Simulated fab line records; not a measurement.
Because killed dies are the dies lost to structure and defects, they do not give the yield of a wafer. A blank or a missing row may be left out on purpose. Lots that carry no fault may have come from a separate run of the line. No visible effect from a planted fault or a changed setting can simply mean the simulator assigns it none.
Struck lot and sound lot, side by side	flow rit-cmos	18 out of 202 route steps
Sound: the wafers L560.1, L560.2, L560.4. Wafers struck: L564.1, L564.2, L564.4. The cause is given at the end.
Per side, at each step with rows, come the tool, then ch with its chambers, and then its first start. Under that, the readings that differ: sound wafers	struck wafers	difference of the means	sigmas: that difference in standard deviations of wafers without a fault.
alike: words and numbers the same on both sides, and readings whose means are apart by under 2 such deviations; not compared: readings that were withheld, readings missing a value for some wafer, numbers with overlapping values and no deviation given by the record, and bounds like >300 which may hide the same value.
Wherever a step has rows on one side only, a row that says differs or no value, or a row with sigmas, the two part there. Numbers that don't overlap but have no deviation are shown without sigmas and don't part them. A reading that every wafer of one side lacks parts them only if that side has two wafers or more.

first, 1 step without rows for these wafers: RIT_PWELL_DEVELOP_05 (develop time 68 s).
RIT_PWELL_OVL_MEAS_06:
  sound on overlay-01 at day 4 02:26; struck on overlay-01 at day 4 21:39
  alike: PWELL_OVL
then, 2 steps without rows for these wafers: RIT_PWELL_HARDBAKE_07 (time 120 s); RIT_PWELL_IMPLANT_08.
RIT_PWELL_STRIP_09: strips in O2, time 180 s.
  sound on plasma-asher-04 ch 0,1, day 4 02:52; struck on plasma-asher-04 ch 0,1, day 4 22:05
  alike: drypump-motor-current-A
  not compared: rf-hours-counter-h
RIT_PWELL_TW_MEAS_10:
  sound on film-metro-03 at day 4 03:02; struck on film-metro-02 at day 4 22:16
reading	sound	struck	difference	sigmas
PWELL_TW	960 963 965	936 940 940	-24	-2
then, 1 step without rows for these wafers: RIT_WELLDRIVE_ANNEAL_00 (time 14700 s).
RIT_WELLDRIVE_RS_MEAS_01: a four-point-probe measurement.
  sound on film-metro-02 at day 4 08:44; struck on film-metro-02 at day 5 03:56
  alike: NWELL_RS
RIT_WELLDRIVE_RS_MEAS_02: a four-point-probe measurement.
  sound on film-metro-02 at day 4 08:52; struck on film-metro-02 at day 5 04:04
  alike: PWELL_RS
then, 3 steps without rows for these wafers: RIT_NRETRO_HMDS_00 (prime time 60 s); RIT_NRETRO_COAT_01 (resist thk 1300 nm); RIT_NRETRO_SOFTBAKE_02 (time 60 s).
RIT_NRETRO_EXPOSE_03: exposes mask M4, target cd 43900 nm.
  sound on iline-stepper-01 ch 0, day 4 09:26; struck on iline-stepper-02 ch 0, day 5 04:38
reading	sound	struck	difference	sigmas
model.NRETRO.overlay-x-nm (nm)	-0.8014 -0.8014 -0.8014	420 420 420	+421	
  alike: mask
then, 2 steps without rows for these wafers: RIT_NRETRO_PEB_04; RIT_NRETRO_DEVELOP_05 (develop time 68 s).
RIT_NRETRO_OVL_MEAS_06:
  sound on overlay-01 at day 4 09:52; struck on overlay-01 at day 5 05:04
reading	sound	struck	difference	sigmas
NRETRO_OVL (nm)	-2.5 -1.3 -1.7	418.6 418.4 419.6	+420.7	+99 or more
then, 1 step without rows for these wafers: RIT_NRETRO_HARDBAKE_07 (time 120 s).
RIT_M1_PROBE_99:
  sound on prober-01 at day 5 16:06; struck on prober-01 at day 6 12:53
reading	sound	struck	difference	sigmas
model.etest.well-edge-left.line-ohm-um	180.3 182.6 181.5	186.1 186.9 187.7	+5.4	
model.etest.retro-edge-pmos.off-log10-a-um	-10.21 -10.31 -10.22	-7.458 -7.507 -7.491	+2.761	
model.etest.retro-edge-nmos.off-log10-a-um	-9.793 -10.07 -9.888	-7.477 -7.5 -7.491	+2.428	
  alike: killed-at-contacts, killed-at-front-end, killed-dies, killed-open, killed-short

== WHERE THEY PART ==
Last at RIT_NRETRO_OVL_MEAS_06 as far as this record goes, first at RIT_PWELL_TW_MEAS_10. Later steps at which nothing parts them and some readings are alike: RIT_M1_PROBE_99.

WHY: what the simulator had put in
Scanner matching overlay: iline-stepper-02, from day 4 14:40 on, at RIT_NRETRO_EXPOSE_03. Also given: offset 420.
